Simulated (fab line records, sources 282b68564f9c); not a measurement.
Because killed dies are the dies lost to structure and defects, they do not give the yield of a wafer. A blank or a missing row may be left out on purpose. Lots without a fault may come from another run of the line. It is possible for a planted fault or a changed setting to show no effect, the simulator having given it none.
Split-lot experiment | flow rit_cmos | 23 wafers read across 5 lots, on a route 202 steps long

== THE SPLIT ITSELF ==
At RIT_SPACER_ETCHBACK_05 (etches Si3N4 in SF6/CHF3, stops on SiO2, target depth 250 nm, time 240 s), the setting time_s was moved away from the recipe's 240 s on 7 of the 23 wafers read, by -10.0% to +9.5%. This setting was run at the recipe's value on the other wafers.

The split's own step is where the reading is taken.

== THE READING ==
Si3N4_of_SPACER_CVD_03.thk_nm (the simulator's own value, which no gauge read), in nm, at RIT_SPACER_ETCHBACK_05 (etches Si3N4 in SF6/CHF3, stops on SiO2, target depth 250 nm, time 240 s). The file gives no usual value for it. Across the 16 wafers here that went through the recipe, the average is 194.1 nm and the standard deviation 1.7 nm.

wafer  | tool, chamber at the split | time_s as run, s | against the recipe | Si3N4_of_SPACER_CVD_03.thk_nm, nm | against lot-mates on the recipe
L074.1 | rie_diel-01, 3             | 240              | recipe             | 194.5                             | -
L074.4 | rie_diel-01, 1             | 240              | recipe             | 198.2                             | -
L074.5 | rie_diel-01, 3             | 240              | recipe             | 195.7                             | -
L076.1 | rie_diel-04, 1             | 216.8            | -9.7%              | 199                               | +4.7
L076.2 | rie_diel-04, 2             | 216.8            | -9.7%              | 198.9                             | +4.6
L076.4 | rie_diel-04, 0             | 240              | recipe             | 194.1                             | -
L076.5 | rie_diel-04, 1             | 240              | recipe             | 193.5                             | -
L076.6 | rie_diel-04, 2             | 240              | recipe             | 195.2                             | -
L077.1 | rie_diel-04, 0             | 240              | recipe             | 194.1                             | -
L077.3 | rie_diel-04, 1             | 240              | recipe             | 193.1                             | -
L077.4 | rie_diel-04, 3             | 240              | recipe             | 194.6                             | -
L077.5 | rie_diel-04, 1             | 240              | recipe             | 193.4                             | -
L077.6 | rie_diel-04, 2             | 240              | recipe             | 191.9                             | -
L081.1 | rie_diel-03, 2             | 262.7            | +9.5%              | 191.4                             | -4.5
L081.2 | rie_diel-03, 3             | 240              | recipe             | 195.9                             | -
L081.4 | rie_diel-03, 1             | 262.7            | +9.5%              | 191.6                             | -4.3
L081.5 | rie_diel-03, 1             | 262.7            | +9.5%              | 190.4                             | -5.5
L081.6 | rie_diel-03, 2             | 240              | recipe             | 195.8                             | -
L083.1 | rie_diel-01, 0             | 215.9            | -10.0%             | 199.2                             | +7.2
L083.3 | rie_diel-01, 1             | 215.9            | -10.0%             | 198.5                             | +6.5
L083.4 | rie_diel-01, 2             | 240              | recipe             | 191.5                             | -
L083.5 | rie_diel-01, 3             | 240              | recipe             | 192.8                             | -
L083.6 | rie_diel-01, 2             | 240              | recipe             | 191.7                             | -

FIT RESULTS
A straight line over all 23 wafers: Si3N4_of_SPACER_CVD_03.thk_nm changes by -0.412 nm for each +1% of time_s; r = -0.82; the points scatter about the line by 1.6 nm.
The same after taking each lot's own level away (the mean of its wafers on the recipe; 23 wafers): -0.549 nm for each +1%; r = -0.95; scatter 0.97 nm.
According to that fit, moving time_s by its largest amount changes the reading by 5.5 nm.
Measured against the standard deviation above, the lots' own levels, which go from 192.00 to 196.13 nm, span 2.4 times it.
So the slope is not independent of the lot-to-lot level: the two fits are not the same.
Check: for one of the wafers moved furthest among these (-10.0%), held out of the fit, the line's prediction against its lot-mates is +5.28 nm. It came out at +7.2 nm against them.

== OTHER SPLITS APPLIED TO THESE WAFERS ==
Note: prior to the reading, these wafers also went through further splits. Each is held against what the fit with the lots' levels taken away leaves over:
other split on the same wafers | wafers away from the commonest value | r with Si3N4_of_SPACER_CVD_03.thk_nm (lot level and that fit taken away)
RIT_PLDD_IMPLANT_08 energy_kev | 7                                    | -0.07

== THE WHOLE CHAIN: every reading that the file lists as answering this split, in the file's order ==
step                   | what it does                                                             | reading                                                                        | change (the file's fit)               | r (the file's)
RIT_SPACER_ETCHBACK_05 | etches Si3N4 in SF6/CHF3, stops on SiO2, target depth 250 nm, time 240 s | poly-Si_of_GATE_CVD_08.thk_nm (the simulator's own value, which no gauge read) | -0.629 nm for each +1% of the setting | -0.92
RIT_SPACER_ETCHBACK_05 | etches Si3N4 in SF6/CHF3, stops on SiO2, target depth 250 nm, time 240 s | Si3N4_of_SPACER_CVD_03.thk_nm (the simulator's own value, which no gauge read) | -0.558 nm for each +1% of the setting | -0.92

== FILE'S OWN FIT ==
Si3N4_of_SPACER_CVD_03.thk_nm changes by -0.558 nm for each +1% of time_s, r = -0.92.
